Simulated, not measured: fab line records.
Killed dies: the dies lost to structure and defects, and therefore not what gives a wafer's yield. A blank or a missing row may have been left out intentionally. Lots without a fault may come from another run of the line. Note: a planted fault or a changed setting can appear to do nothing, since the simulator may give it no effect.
fab line records / flow ritCmos
record lots=7 wafers=21 lastDay=7
route steps=202 shown NSD@132 PSD@142 M1@202
lots untouched by any fault: they come from a run of this same line in which no faults occurred
startH: start of the lot's first displayed wafer, in hours after the record's first day / waitH: hours from the lot's prior step to this one / " as in the row above / L1.1+2: one row covering several wafers at once / - no value, or no start was given / * or withheld: withheld / < > ~ a bound
route shown NAME@n: names a module that has steps shown in the file, with the first one's number in the route / usual: mean and standard deviation over wafers with no fault / same: alike in all rows / chamber/n: place in a boat / sites: readings site by site / _std_site: standard deviation of those values / _edge_site: mean of outer sites minus mean of inner sites / radiusMm: how far each site lies from the wafer's centre / mask NAME#n: copy n / behind: tool/chamber where the wafer was last shaped / hold: the reason the lot was held/the length of the hold in hours/how it ended / device: the n, p or np transistor that did not switch / end of line: the route-end tests of the same wafers / a step without rows: its recipe alone / killed: count of dies lost to structure and defects at first sort (not the wafer's yield) / map: per-die view of a wafer (x killed, . not killed, _ where there is no die)
set.NAME: the run value of the setting; set.NAME@STEP: its run value at that earlier step / model.NAME: the simulator's own value behind a step, which no gauge read
lots seen at some steps along the route; tables by step, rows by wafer
services: when a tool's chamber went out of use (startH, in hours from the record's first day, below 0 if earlier), for how many hours, and the reason
## steps
# step RIT_NSD_COAT_01
# recipe resist=NOVOLAK spinRpm=3250 resistThkNm=1000
# step RIT_NSD_SOFTBAKE_02
# recipe resist=NOVOLAK tempC=90 timeS=60
# step RIT_NSD_EXPOSE_03
# recipe maskId=M9 na=0.57 targetCdNm=40700 doseMj=250
# step RIT_NSD_PEB_04
# recipe resist=NOVOLAK tempC=withheld timeS=withheld
# step RIT_NSD_DEVELOP_05
# recipe resist=NOVOLAK developTimeS=50 devTempC=23
# step RIT_NSD_OVL_MEAS_06
# usual NSD_OVL=0.6/1.3
lot.wafer=L843.3 tool=overlay-01 chamber=- startH=70.79 waitH=- NSD_OVL[nm]=-2.6
lot.wafer=L843.4 tool=overlay-01 chamber=- startH=70.79 waitH=- NSD_OVL[nm]=-2.0
lot.wafer=L843.5 tool=overlay-01 chamber=- startH=70.79 waitH=- NSD_OVL[nm]=-1.8
lot.wafer=L845.2 tool=overlay-02 chamber=- startH=78.69 waitH=- NSD_OVL[nm]=2.7
lot.wafer=L845.4 tool=overlay-02 chamber=- startH=78.69 waitH=- NSD_OVL[nm]=1.1
lot.wafer=L845.5 tool=overlay-02 chamber=- startH=78.69 waitH=- NSD_OVL[nm]=0.4
lot.wafer=L851.1 tool=overlay-02 chamber=- startH=113.37 waitH=- NSD_OVL[nm]=-1.4
lot.wafer=L851.2 tool=overlay-02 chamber=- startH=113.37 waitH=- NSD_OVL[nm]=0.9
lot.wafer=L851.3 tool=overlay-02 chamber=- startH=113.37 waitH=- NSD_OVL[nm]=0.4
lot.wafer=L853.2 tool=overlay-02 chamber=- startH=117.50 waitH=- NSD_OVL[nm]=0.5
lot.wafer=L853.3 tool=overlay-02 chamber=- startH=117.50 waitH=- NSD_OVL[nm]=-2.2
lot.wafer=L853.5 tool=overlay-02 chamber=- startH=117.50 waitH=- NSD_OVL[nm]=1.3
lot.wafer=L854.1 tool=overlay-01 chamber=- startH=125.72 waitH=- NSD_OVL[nm]=2.3
lot.wafer=L854.2 tool=overlay-01 chamber=- startH=125.72 waitH=- NSD_OVL[nm]=1.4
lot.wafer=L854.5 tool=overlay-01 chamber=- startH=125.72 waitH=- NSD_OVL[nm]=1.4
lot.wafer=L856.2 tool=overlay-02 chamber=- startH=136.56 waitH=- NSD_OVL[nm]=-1.5
lot.wafer=L856.3 tool=overlay-02 chamber=- startH=136.56 waitH=- NSD_OVL[nm]=0.5
lot.wafer=L856.5 tool=overlay-02 chamber=- startH=136.56 waitH=- NSD_OVL[nm]=-0.2
lot.wafer=L859.4 tool=overlay-01 chamber=- startH=151.65 waitH=- NSD_OVL[nm]=1.0
lot.wafer=L859.5 tool=overlay-01 chamber=- startH=151.65 waitH=- NSD_OVL[nm]=1.0
lot.wafer=L859.6 tool=overlay-01 chamber=- startH=151.65 waitH=- NSD_OVL[nm]=2.3
# step RIT_NSD_HARDBAKE_07
# recipe resist=NOVOLAK tempC=140 timeS=60
# step RIT_NSD_IMPLANT_08
# recipe species=P energyKev=25 doseCm2=1e+15 tiltDeg=7
# step RIT_NSD_STRIP_09
# recipe chemistry=O2 timeS=180 resist=NOVOLAK platenTempC=withheld powerW=500 pressureMtorr=4000 o2FlowSccm=4000
# usual drypumpMotorCurrentA=5.9/0.35
# same timeS=180
lot.wafer=L843.3 tool=plasmaAsher-03 chamber=1 startH=71.18 waitH=0.1 drypumpMotorCurrentA=6.3 rfHoursCounterH=-
lot.wafer=L843.4 tool=plasmaAsher-03 chamber=0 startH=71.18 waitH=0.1 drypumpMotorCurrentA=5.9 rfHoursCounterH=-
lot.wafer=L843.5 tool=plasmaAsher-03 chamber=1 startH=71.18 waitH=0.1 drypumpMotorCurrentA=6.3 rfHoursCounterH=-
lot.wafer=L845.2 tool=plasmaAsher-03 chamber=0 startH=79.02 waitH=0.1 drypumpMotorCurrentA=5.9 rfHoursCounterH=27
lot.wafer=L845.4 tool=plasmaAsher-03 chamber=1 startH=79.02 waitH=0.1 drypumpMotorCurrentA=6.3 rfHoursCounterH=-
lot.wafer=L845.5 tool=plasmaAsher-03 chamber=0 startH=79.02 waitH=0.1 drypumpMotorCurrentA=5.9 rfHoursCounterH=-
lot.wafer=L851.1 tool=plasmaAsher-02 chamber=0 startH=113.71 waitH=0.1 drypumpMotorCurrentA=6.1 rfHoursCounterH=48
lot.wafer=L851.2 tool=plasmaAsher-02 chamber=1 startH=113.71 waitH=0.1 drypumpMotorCurrentA=6.1 rfHoursCounterH=48
lot.wafer=L851.3 tool=plasmaAsher-02 chamber=1 startH=113.71 waitH=0.1 drypumpMotorCurrentA=6.1 rfHoursCounterH=-
lot.wafer=L853.2 tool=plasmaAsher-03 chamber=0 startH=117.83 waitH=0.1 drypumpMotorCurrentA=5.9 rfHoursCounterH=31
lot.wafer=L853.3 tool=plasmaAsher-03 chamber=1 startH=117.83 waitH=0.1 drypumpMotorCurrentA=6.3 rfHoursCounterH=-
lot.wafer=L853.5 tool=plasmaAsher-03 chamber=1 startH=117.83 waitH=0.1 drypumpMotorCurrentA=6.3 rfHoursCounterH=-
lot.wafer=L854.1 tool=plasmaAsher-03 chamber=1 startH=126.06 waitH=0.1 drypumpMotorCurrentA=6.3 rfHoursCounterH=32
lot.wafer=L854.2 tool=plasmaAsher-03 chamber=0 startH=126.06 waitH=0.1 drypumpMotorCurrentA=5.9 rfHoursCounterH=32
lot.wafer=L854.5 tool=plasmaAsher-03 chamber=0 startH=126.06 waitH=0.1 drypumpMotorCurrentA=5.8 rfHoursCounterH=-
lot.wafer=L856.2 tool=plasmaAsher-03 chamber=1 startH=136.89 waitH=0.1 drypumpMotorCurrentA=6.3 rfHoursCounterH=33
lot.wafer=L856.3 tool=plasmaAsher-03 chamber=0 startH=136.89 waitH=0.1 drypumpMotorCurrentA=5.9 rfHoursCounterH=-
lot.wafer=L856.5 tool=plasmaAsher-03 chamber=1 startH=136.89 waitH=0.1 drypumpMotorCurrentA=6.4 rfHoursCounterH=-
lot.wafer=L859.4 tool=plasmaAsher-02 chamber=1 startH=152.03 waitH=0.1 drypumpMotorCurrentA=6.1 rfHoursCounterH=-
lot.wafer=L859.5 tool=plasmaAsher-02 chamber=0 startH=152.03 waitH=0.1 drypumpMotorCurrentA=6.1 rfHoursCounterH=-
lot.wafer=L859.6 tool=plasmaAsher-02 chamber=1 startH=152.03 waitH=0.1 drypumpMotorCurrentA=6.1 rfHoursCounterH=-
# step RIT_NSD_TW_MEAS_10
# usual NSD_TW=3112/44
lot.wafer=L843.3 tool=filmMetro-02 chamber=- startH=71.31 waitH=0.1 NSD_TW=3142
lot.wafer=L843.4 tool=filmMetro-02 chamber=- startH=71.31 waitH=0.1 NSD_TW=3133
lot.wafer=L843.5 tool=filmMetro-02 chamber=- startH=71.31 waitH=0.1 NSD_TW=3135
lot.wafer=L845.2 tool=filmMetro-03 chamber=- startH=79.21 waitH=0.1 NSD_TW=3086
lot.wafer=L845.4 tool=filmMetro-03 chamber=- startH=79.21 waitH=0.1 NSD_TW=3065
lot.wafer=L845.5 tool=filmMetro-03 chamber=- startH=79.21 waitH=0.1 NSD_TW=3076
lot.wafer=L851.1 tool=filmMetro-02 chamber=- startH=113.88 waitH=0.1 NSD_TW=3162
lot.wafer=L851.2 tool=filmMetro-02 chamber=- startH=113.88 waitH=0.1 NSD_TW=3152
lot.wafer=L851.3 tool=filmMetro-02 chamber=- startH=113.88 waitH=0.1 NSD_TW=3166
lot.wafer=L853.2 tool=filmMetro-03 chamber=- startH=118.02 waitH=0.1 NSD_TW=3068
lot.wafer=L853.3 tool=filmMetro-03 chamber=- startH=118.02 waitH=0.1 NSD_TW=3071
lot.wafer=L853.5 tool=filmMetro-03 chamber=- startH=118.02 waitH=0.1 NSD_TW=3063
lot.wafer=L854.1 tool=filmMetro-03 chamber=- startH=126.23 waitH=0.1 NSD_TW=3037
lot.wafer=L854.2 tool=filmMetro-03 chamber=- startH=126.23 waitH=0.1 NSD_TW=3061
lot.wafer=L854.5 tool=filmMetro-03 chamber=- startH=126.23 waitH=0.1 NSD_TW=3069
lot.wafer=L856.2 tool=filmMetro-02 chamber=- startH=137.07 waitH=0.1 NSD_TW=3174
lot.wafer=L856.3 tool=filmMetro-02 chamber=- startH=137.07 waitH=0.1 NSD_TW=3166
lot.wafer=L856.5 tool=filmMetro-02 chamber=- startH=137.07 waitH=0.1 NSD_TW=3158
lot.wafer=L859.4 tool=filmMetro-04 chamber=- startH=152.17 waitH=0.1 NSD_TW=3151
lot.wafer=L859.5 tool=filmMetro-04 chamber=- startH=152.17 waitH=0.1 NSD_TW=3156
lot.wafer=L859.6 tool=filmMetro-04 chamber=- startH=152.17 waitH=0.1 NSD_TW=3165
# step RIT_PSD_HMDS_00
# recipe primeTimeS=60 primeTempC=140
# step RIT_PSD_COAT_01
# recipe resist=NOVOLAK spinRpm=3250 resistThkNm=1005
# step RIT_PSD_SOFTBAKE_02
# recipe resist=NOVOLAK tempC=90 timeS=60
# usual chillPlateTempC=23.00/0.097 exhaustPa=44.9/1.1 heaterPowerTotalW=34.56/0.051 runLengthS=89.20/0.12
lot.wafer=L843.3 tool=lithoTrack-02 chamber=0 startH=71.72 waitH=0.1 chillPlateTempC=23.03 exhaustPa=47.3 heaterPowerTotalW=34.62 runLengthS=89.17
lot.wafer=L843.4 tool=lithoTrack-02 chamber=0 startH=71.72 waitH=0.1 chillPlateTempC=22.95 exhaustPa=46.8 heaterPowerTotalW=34.54 runLengthS=89.10
lot.wafer=L843.5 tool=lithoTrack-02 chamber=0 startH=71.72 waitH=0.1 chillPlateTempC=22.95 exhaustPa=46.0 heaterPowerTotalW=34.57 runLengthS=89.25
lot.wafer=L845.2 tool=lithoTrack-01 chamber=0 startH=79.58 waitH=0.1 chillPlateTempC=23.11 exhaustPa=44.5 heaterPowerTotalW=34.60 runLengthS=89.18
lot.wafer=L845.4 tool=lithoTrack-01 chamber=0 startH=79.58 waitH=0.1 chillPlateTempC=23.15 exhaustPa=46.3 heaterPowerTotalW=34.51 runLengthS=89.27
lot.wafer=L845.5 tool=lithoTrack-01 chamber=0 startH=79.58 waitH=0.1 chillPlateTempC=23.15 exhaustPa=47.2 heaterPowerTotalW=34.57 runLengthS=89.33
lot.wafer=L851.1 tool=lithoTrack-02 chamber=0 startH=114.24 waitH=0.1 chillPlateTempC=23.17 exhaustPa=46.5 heaterPowerTotalW=36.54 runLengthS=79.05
lot.wafer=L851.2 tool=lithoTrack-02 chamber=0 startH=114.24 waitH=0.1 chillPlateTempC=22.94 exhaustPa=44.2 heaterPowerTotalW=36.57 runLengthS=78.77
lot.wafer=L851.3 tool=lithoTrack-02 chamber=0 startH=114.24 waitH=0.1 chillPlateTempC=22.99 exhaustPa=45.5 heaterPowerTotalW=36.51 runLengthS=78.78
lot.wafer=L853.2 tool=lithoTrack-02 chamber=0 startH=118.39 waitH=0.1 chillPlateTempC=23.01 exhaustPa=44.8 heaterPowerTotalW=36.56 runLengthS=78.72
lot.wafer=L853.3 tool=lithoTrack-02 chamber=0 startH=118.39 waitH=0.1 chillPlateTempC=22.83 exhaustPa=44.9 heaterPowerTotalW=36.63 runLengthS=79.00
lot.wafer=L853.5 tool=lithoTrack-02 chamber=0 startH=118.39 waitH=0.1 chillPlateTempC=23.00 exhaustPa=44.1 heaterPowerTotalW=36.51 runLengthS=78.73
lot.wafer=L854.1 tool=lithoTrack-02 chamber=0 startH=126.59 waitH=0.1 chillPlateTempC=23.02 exhaustPa=43.4 heaterPowerTotalW=36.51 runLengthS=78.84
lot.wafer=L854.2 tool=lithoTrack-02 chamber=0 startH=126.59 waitH=0.1 chillPlateTempC=22.87 exhaustPa=43.8 heaterPowerTotalW=36.50 runLengthS=78.73
lot.wafer=L854.5 tool=lithoTrack-02 chamber=0 startH=126.59 waitH=0.1 chillPlateTempC=23.04 exhaustPa=44.1 heaterPowerTotalW=36.59 runLengthS=78.97
lot.wafer=L856.2 tool=lithoTrack-04 chamber=0 startH=137.45 waitH=0.1 chillPlateTempC=22.99 exhaustPa=46.3 heaterPowerTotalW=34.61 runLengthS=89.16
lot.wafer=L856.3 tool=lithoTrack-04 chamber=0 startH=137.45 waitH=0.1 chillPlateTempC=22.84 exhaustPa=44.1 heaterPowerTotalW=34.63 runLengthS=88.98
lot.wafer=L856.5 tool=lithoTrack-04 chamber=0 startH=137.45 waitH=0.1 chillPlateTempC=22.93 exhaustPa=43.7 heaterPowerTotalW=34.50 runLengthS=89.19
lot.wafer=L859.4 tool=lithoTrack-04 chamber=0 startH=152.58 waitH=0.1 chillPlateTempC=23.10 exhaustPa=44.3 heaterPowerTotalW=34.54 runLengthS=89.28
lot.wafer=L859.5 tool=lithoTrack-04 chamber=0 startH=152.58 waitH=0.1 chillPlateTempC=23.02 exhaustPa=44.8 heaterPowerTotalW=34.67 runLengthS=89.01
lot.wafer=L859.6 tool=lithoTrack-04 chamber=0 startH=152.58 waitH=0.1 chillPlateTempC=23.02 exhaustPa=44.6 heaterPowerTotalW=34.54 runLengthS=89.15
# step RIT_PSD_EXPOSE_03
# recipe maskId=M10 na=0.57 targetCdNm=40900 doseMj=250
# step RIT_M1_PROBE_99
# usual killedAtContacts=0.1/0.27 killedAtFrontEnd=6.7/2.9 killedDies=6.7/2.9 killedOnRim=1.8/1.4 killedOpen=3.4/1.8 killedShort=3.3/2.2
# same grossDies=264 killed_at_M0_to_M3=0 killed_at_M4_up=0 killedAtBackSide=0 killedAtOther=0
lot.wafer=L843.3 tool=prober-02 chamber=- startH=81.17 waitH=0.2 killedAtContacts=1 killedAtFrontEnd=5 killedDies=6 killedOnRim=2 killedOpen=4 killedShort=2
lot.wafer=L843.4 tool=prober-02 chamber=- startH=81.22 waitH=0.2 killedAtContacts=0 killedAtFrontEnd=8 killedDies=8 killedOnRim=3 killedOpen=3 killedShort=5
lot.wafer=L843.5 tool=prober-02 chamber=- startH=81.27 waitH=0.2 killedAtContacts=0 killedAtFrontEnd=16 killedDies=16 killedOnRim=8 killedOpen=7 killedShort=9
lot.wafer=L845.2 tool=prober-02 chamber=- startH=89.77 waitH=0.1 killedAtContacts=0 killedAtFrontEnd=12 killedDies=12 killedOnRim=6 killedOpen=4 killedShort=8
lot.wafer=L845.4 tool=prober-02 chamber=- startH=89.87 waitH=0.2 killedAtContacts=0 killedAtFrontEnd=9 killedDies=9 killedOnRim=2 killedOpen=5 killedShort=4
lot.wafer=L845.5 tool=prober-02 chamber=- startH=89.92 waitH=0.2 killedAtContacts=0 killedAtFrontEnd=6 killedDies=6 killedOnRim=2 killedOpen=3 killedShort=3
lot.wafer=L851.1 tool=prober-01 chamber=- startH=123.55 waitH=0.1 killedAtContacts=0 killedAtFrontEnd=9 killedDies=9 killedOnRim=2 killedOpen=9 killedShort=0
lot.wafer=L851.2 tool=prober-01 chamber=- startH=123.60 waitH=0.1 killedAtContacts=0 killedAtFrontEnd=4 killedDies=4 killedOnRim=1 killedOpen=3 killedShort=1
lot.wafer=L851.3 tool=prober-01 chamber=- startH=123.65 waitH=0.2 killedAtContacts=0 killedAtFrontEnd=3 killedDies=3 killedOnRim=1 killedOpen=1 killedShort=2
lot.wafer=L853.2 tool=prober-01 chamber=- startH=127.67 waitH=0.1 killedAtContacts=0 killedAtFrontEnd=12 killedDies=12 killedOnRim=1 killedOpen=5 killedShort=7
lot.wafer=L853.3 tool=prober-01 chamber=- startH=127.72 waitH=0.2 killedAtContacts=0 killedAtFrontEnd=1 killedDies=1 killedOnRim=1 killedOpen=1 killedShort=0
lot.wafer=L853.5 tool=prober-01 chamber=- startH=127.82 waitH=0.2 killedAtContacts=0 killedAtFrontEnd=6 killedDies=6 killedOnRim=1 killedOpen=3 killedShort=3
lot.wafer=L854.1 tool=prober-02 chamber=- startH=135.75 waitH=0.1 killedAtContacts=0 killedAtFrontEnd=6 killedDies=6 killedOnRim=1 killedOpen=3 killedShort=3
lot.wafer=L854.2 tool=prober-02 chamber=- startH=135.80 waitH=0.1 killedAtContacts=0 killedAtFrontEnd=8 killedDies=8 killedOnRim=3 killedOpen=3 killedShort=5
lot.wafer=L854.5 tool=prober-02 chamber=- startH=135.95 waitH=0.2 killedAtContacts=0 killedAtFrontEnd=9 killedDies=9 killedOnRim=0 killedOpen=7 killedShort=2
lot.wafer=L856.2 tool=prober-02 chamber=- startH=146.72 waitH=0.1 killedAtContacts=0 killedAtFrontEnd=6 killedDies=6 killedOnRim=2 killedOpen=5 killedShort=1
lot.wafer=L856.3 tool=prober-02 chamber=- startH=146.77 waitH=0.2 killedAtContacts=0 killedAtFrontEnd=2 killedDies=2 killedOnRim=0 killedOpen=1 killedShort=1
lot.wafer=L856.5 tool=prober-02 chamber=- startH=146.87 waitH=0.2 killedAtContacts=0 killedAtFrontEnd=6 killedDies=6 killedOnRim=2 killedOpen=1 killedShort=5
# killed by level:class
L843.3 SPACER:geometricParticle:open=2 GATE:geometricParticle:open=1 GATE:geometricParticle:short=1 SILICIDE:geometricParticle:open=1 CONTACT:geometricParticle:short=1
L843.4 SILICIDE:geometricParticle:short=3 GATE:geometricParticle:short=1 GATE:geometricParticle:open=1 SPACER:geometricParticle:open=1 SPACER:geometricParticle:short=1 SILICIDE:geometricParticle:open=1
L843.5 GATE:geometricParticle:open=4 GATE:geometricParticle:short=4 SILICIDE:geometricParticle:open=3 SPACER:geometricParticle:short=2 FOX2:geometricParticle:short=1 REOX:geometricParticle:short=1 SILICIDE:geometricParticle:short=1
L845.2 GATE:geometricParticle:short=3 GATE:geometricParticle:open=2 FOX1:geometricParticle:short=1 FOX1:geometricParticle:open=1 FOX2:geometricParticle:short=1 REOX:geometricParticle:open=1 REOX:geometricParticle:short=1 SPACER:geometricParticle:short=1
L845.4 GATE:geometricParticle:open=3 GATE:geometricParticle:short=2 FOX2:geometricParticle:short=1 REOX:geometricParticle:open=1 REOX:geometricParticle:short=1 SILICIDE:geometricParticle:open=1
L845.5 GATE:geometricParticle:open=3 GATE:geometricParticle:short=2 REOX:geometricParticle:short=1
L851.1 FOX1:geometricParticle:open=4 REOX:geometricParticle:open=3 SPACER:geometricParticle:open=2
L851.2 FOX2:geometricParticle:open=1 REOX:geometricParticle:open=1 SPACER:geometricParticle:short=1 SILICIDE:geometricParticle:open=1
L851.3 FOX1:geometricParticle:short=2 GATE:geometricParticle:open=1
L853.2 GATE:geometricParticle:short=3 FOX1:geometricParticle:short=2 GATE:geometricParticle:open=2 REOX:geometricParticle:open=2 SPACER:geometricParticle:short=2 FOX2:geometricParticle:open=1
L853.3 SILICIDE:geometricParticle:open=1
L853.5 FOX2:geometricParticle:short=1 GATE:geometricParticle:open=1 GATE:geometricParticle:short=1 REOX:geometricParticle:open=1 REOX:geometricParticle:short=1 SPACER:geometricParticle:open=1
L854.1 FOX1:geometricParticle:short=2 FOX2:geometricParticle:open=1 GATE:geometricParticle:open=1 SILICIDE:geometricParticle:open=1 SILICIDE:geometricParticle:short=1
L854.2 GATE:geometricParticle:short=2 REOX:geometricParticle:open=2 FOX1:geometricParticle:short=1 REOX:geometricParticle:short=1 SPACER:geometricParticle:open=1 SILICIDE:geometricParticle:short=1
L854.5 FOX1:geometricParticle:open=3 GATE:geometricParticle:open=2 GATE:geometricParticle:short=2 SILICIDE:geometricParticle:open=2
L856.2 GATE:geometricParticle:open=2 FOX2:geometricParticle:open=1 GATE:geometricParticle:short=1 REOX:geometricParticle:open=1 SILICIDE:geometricParticle:open=1
L856.3 SILICIDE:geometricParticle:short=1 SILICIDE:geometricParticle:open=1
L856.5 GATE:geometricParticle:short=3 FOX1:geometricParticle:short=1 GATE:geometricParticle:open=1 SILICIDE:geometricParticle:short=1
## services
tool=plasmaAsher-03 chamber=- startH=63.47 hours=2.8 kind=pm
tool=plasmaAsher-03 chamber=- startH=139.37 hours=6.4 kind=repair
## key
firstSign step=RIT_PSD_SOFTBAKE_02 reading=runLengthS direction=down sigmas=86 usual=* struck=*
effect step=RIT_PSD_SOFTBAKE_02 reading=heaterPowerTotalW direction=up sigmas=39 usual=34.56 struck=36.55
metAt RIT_PSD_SOFTBAKE_02
struckWafers L851.1,L851.2,L851.3,L853.2,L853.3,L853.5,L854.1,L854.2,L854.5
testerLeftOut L851,L853,L854
onsetBetween 71.72 114.24
fault kind=processParameterDrift tool=lithoTrack-02 chamber=- onsetH=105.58 steps=RIT_PSD_SOFTBAKE_02 channel=timeS offset=* shape=step endH=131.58 actsIn=* stated=*
# testerLeftOut: of these lots the tester's yield and bins aren't shown, on N5 and GAA mostly nor the transistor test; their killed dies are dies lost to structure and defects alone, not to doping, threshold or leakage, so they don't give the yield
